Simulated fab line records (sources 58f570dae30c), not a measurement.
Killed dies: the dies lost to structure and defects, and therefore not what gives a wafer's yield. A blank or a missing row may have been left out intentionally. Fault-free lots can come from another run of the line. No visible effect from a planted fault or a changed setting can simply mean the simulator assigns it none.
A single fault, viewed from 2 desks    flow berkeley cmos170    each desk holds nothing but its own numbers, with what lay behind them at the end

## THE METROLOGY DESK
What the gauges read for every lot (on any tool): the sampled wafers with a number, averaged. If a lot's mean is further than 4 standard deviations from the usual mean, the lot is out of limits and carries the mark OUT (the distance appears in the brackets).
Columns: A = cd nm at UCB170_M1_CD_MEAS_90, usual 700.0 nm; B = cd nm at UCB170_M2_CD_MEAS_15, usual 699.8 nm
lot   first seen here  A      B
L260  day 7 03:06      702.0  698.7
L262  day 7 22:32      699.6  701.3
L269  day 9 01:01      697.4  694.0 (-4.8) OUT
L277  day 11 00:29     699.2  700.4
L280  day 11 20:08     699.8  698.7
L279  day 11 21:02     699.5  699.4
L281  day 12 05:25     699.6  701.9
L282  day 12 19:55     699.8  701.9
This desk's verdict: out of limits on L269, starting with L269 at day 9 11:52 (cd nm at UCB170_M2_CD_MEAS_15). In limits: L260, L262, L277, L280, L279, L281, L282.

## THE TOOL OWNER'S DESK: krf scanner-02
The tool's own readings at UCB170_M2_EXPOSE_12 (exposes mask METAL2, target cd 700 nm): means of the sampled wafers that have a number, for each lot that ran on this tool. If a lot's mean is further than 4 standard deviations from the usual mean, the lot is out of limits and carries the mark OUT (the distance appears in the brackets).
Columns: A = exposure dose mJ cm2 at UCB170_M2_EXPOSE_12, usual 25.978
lot   first seen here  A
L269  day 9 11:28      25.831 (-5.9) OUT
L280  day 12 09:28     25.980
L281  day 12 18:35     25.926
L282  day 13 05:57     25.975
This desk's verdict: out of limits on L269, starting with L269 at day 9 11:28 (exposure dose mJ cm2 at UCB170_M2_EXPOSE_12). In limits: L280, L281, L282.

## PUT TOGETHER
An alarm could have come from the tool owner's desk at day 9 11:28, on L269.
At day 9 11:52 the metrology desk could have sounded an alarm, on L269.
UCB170_M2_EXPOSE_12 was run on krf scanner-02 by each of the lots named.

## WHAT HAD BEEN PUT IN BY THE SIMULATOR
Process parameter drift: krf scanner-02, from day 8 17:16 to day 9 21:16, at UCB170_M2_EXPOSE_12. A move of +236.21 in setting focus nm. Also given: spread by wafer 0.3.
Shown lots that were struck: L269.
Hours from the fault's start to each desk's first reading out of limits: the tool owner's desk, 18; the metrology desk, 19.
